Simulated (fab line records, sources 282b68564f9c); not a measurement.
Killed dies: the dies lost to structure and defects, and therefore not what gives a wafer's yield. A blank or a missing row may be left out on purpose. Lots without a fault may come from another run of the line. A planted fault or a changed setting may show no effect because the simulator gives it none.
Matching of chambers    flow rit-cmos    RIT_FOX1_WET_ETCH_02 on wet-bench-01 has 3 sister chambers
The step etches SiO2 in BOE, target depth 350 nm, time 390 s. 6 wafers are shown with their chamber, then 7 later ones without.

WAFERS PAIRED WITH THEIR CHAMBERS
wafer   chamber  bath-heat-duty-pct (%)
L319.5  1        1.7
L319.6  1        1.4
L325.2  3        2.2
L325.5  3        1.5
L331.1  2        1.3
L331.2  2        1.8

WAFERS WITH NO CHAMBER GIVEN
wafer   bath-heat-duty-pct (%)
L331.4  1.7
L336.1  1.0
L336.2  1.9
L336.6  1.9
L337.4  2.2
L337.5  2.1
L337.6  2.2

CHAMBER TAKEN BY EACH
wafer   from the rows above           in truth
L331.4  can't be placed: 2 or 1 or 3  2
L336.1  can't be placed: 1 or 2 or 3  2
L336.2  can't be placed: 3 or 2 or 1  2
L336.6  can't be placed: 3 or 2 or 1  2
L337.4  can't be placed: 3 or 2 or 1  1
L337.5  can't be placed: 3 or 2 or 1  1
L337.6  can't be placed: 3 or 2 or 1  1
Correct placement for 0 of the 7. Not placeable from these rows: 7 (in 7, the candidates include the true chamber). Placed wrongly: 0.
How it was worked out, from the rows above alone: a wafer's distance from a chamber is the root of the sum, over the readings, of the square of ((its reading less the chamber's mean) divided by the reading's scatter). The wafer belongs to the nearest chamber; if the next one is less than 2 further off, it can't be placed. Each chamber's mean is taken over the wafers shown for it. How the scatter is found: for the shown wafers, subtract from each reading the mean of its chamber, square and add these, divide the total by (wafers less chambers), then take the root.
